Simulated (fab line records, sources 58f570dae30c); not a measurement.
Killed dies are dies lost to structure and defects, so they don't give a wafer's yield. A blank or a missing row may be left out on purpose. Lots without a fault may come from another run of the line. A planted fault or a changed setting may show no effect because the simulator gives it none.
Split-lot experiment | flow berkeley_cmos170 | 5 lots, 23 wafers read, on a route of 331 steps

THE SPLIT
At UCB170_PSD_IMPLANT_08, the setting dose_cm2 was moved away from the recipe's 3e+15 on 12 of the 23 wafers read, by -6.2% to +5.0%. The other wafers ran this setting at the recipe's value.

FROM THE SPLIT TO THE READING: what the file shows between them, 5 steps
- UCB170_PSD_STRIP_09: strips in O2
- UCB170_BACKSIDE_STRIP_03: strips in O2 (also split here: power_w)
- UCB170_BACKSIDE_CLEAN_04: cleans in SPM, time 600 s
- UCB170_SDANNEAL_RTA_00: time 10 s
- UCB170_SDANNEAL_RTA_01: time 5 s

THE READING
PSD_RS, in ohm/sq, at UCB170_SDANNEAL_RS_MEAS_02 (measures by four-point-probe). Fault-free wafers of this fab line usually give 75.7 ohm/sq, standard deviation 0.37 ohm/sq.

wafer  | tool, chamber at the split | dose_cm2 as run | against the recipe | PSD_RS, ohm/sq | against lot-mates on the recipe
L075.1 | implanter-01, 0            | 2.814e+15       | -6.2%              | 79.2           | +3.6
L075.3 | implanter-01, 0            | 3e+15           | recipe             | 75.6           | -
L075.4 | implanter-01, 0            | 3e+15           | recipe             | 75.6           | -
L075.5 | implanter-01, 0            | 2.814e+15       | -6.2%              | 79.3           | +3.7
L075.6 | implanter-01, 0            | 2.814e+15       | -6.2%              | 79.0           | +3.4
L078.4 | implanter-01, 0            | 3e+15           | recipe             | 75.1           | -
L078.5 | implanter-01, 0            | 3e+15           | recipe             | 75.2           | -
L078.6 | implanter-01, 0            | 3e+15           | recipe             | 75.3           | -
L079.1 | implanter-02, 0            | 3e+15           | recipe             | 76.1           | -
L079.3 | implanter-02, 0            | 3.083e+15       | +2.8%              | 74.8           | -1.5
L079.4 | implanter-02, 0            | 3.083e+15       | +2.8%              | 74.6           | -1.7
L079.5 | implanter-02, 0            | 3e+15           | recipe             | 76.4           | -
L079.6 | implanter-02, 0            | 3.083e+15       | +2.8%              | 74.7           | -1.5
L080.1 | implanter-02, 0            | 2.852e+15       | -4.9%              | 79.1           | +3.4
L080.2 | implanter-02, 0            | 2.852e+15       | -4.9%              | 78.9           | +3.2
L080.3 | implanter-02, 0            | 3e+15           | recipe             | 75.5           | -
L080.4 | implanter-02, 0            | 3e+15           | recipe             | 75.9           | -
L080.6 | implanter-02, 0            | 2.852e+15       | -4.9%              | 79.0           | +3.3
L083.1 | implanter-02, 0            | 3.151e+15       | +5.0%              | 72.8           | -2.6
L083.2 | implanter-02, 0            | 3.151e+15       | +5.0%              | 72.3           | -3.1
L083.3 | implanter-02, 0            | 3e+15           | recipe             | 75.5           | -
L083.4 | implanter-02, 0            | 3e+15           | recipe             | 75.3           | -
L083.5 | implanter-02, 0            | 3.151e+15       | +5.0%              | 72.1           | -3.3

THE FIT
A straight line over all 23 wafers: PSD_RS changes by -0.596 ohm/sq for each +1% of dose_cm2; r = -0.98; the points scatter about the line by 0.44 ohm/sq.
The same after taking each lot's own level away (the mean of its wafers on the recipe; 23 wafers): -0.602 ohm/sq for each +1%; r = -1.00; scatter 0.21 ohm/sq.
On that fit, the largest move of dose_cm2 shifts the reading by 3.7 ohm/sq.
The lots' own levels span 75.20 to 76.25 ohm/sq, that is 2.8 times the standard deviation above.
So the lot-to-lot level changes the slope little: the two slopes agree.
Check: with one of the wafers moved furthest among these (-6.2%) left out of the fit, the line predicts +3.81 ohm/sq for it against its lot-mates. It came out at +3.6 ohm/sq against them.

OTHER SPLITS ON THESE WAFERS
These wafers also went through other splits before the reading. Each is held against what the fit with the lots' levels taken away leaves over:
other split on the same wafers       | wafers away from the commonest value | r with PSD_RS (lot level and that fit taken away)
UCB170_NWELL_CVD_04 time_s           | 18                                   | +0.07
UCB170_NWELL_COAT_07 resist_thk_nm   | 8                                    | -0.18
UCB170_WELLDRIVE_OXIDATION_01 temp_c | 15                                   | +0.41
UCB170_PFIELD_COAT_01 spin_rpm       | 8                                    | -0.17
UCB170_NVT_IMPLANT_07 dose_cm2       | 10                                   | -0.09
UCB170_BACKSIDE_STRIP_03 power_w     | 7                                    | -0.08

THE WHOLE CHAIN: every reading that the file lists as answering this split, in the file's order
step                       | what it does                 | reading                  | change (the file's fit)              | r (the file's)
UCB170_PSD_STRIP_09        | strips in O2                 | strip_time_to_endpoint_s | withheld for each +1% of the setting | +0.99
UCB170_SDANNEAL_RS_MEAS_02 | measures by four-point-probe | PSD_RS                   | -0.603 for each +1% of the setting   | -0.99

THE FILE'S OWN FIT
PSD_RS changes by -0.603 ohm/sq for each +1% of dose_cm2, r = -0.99.
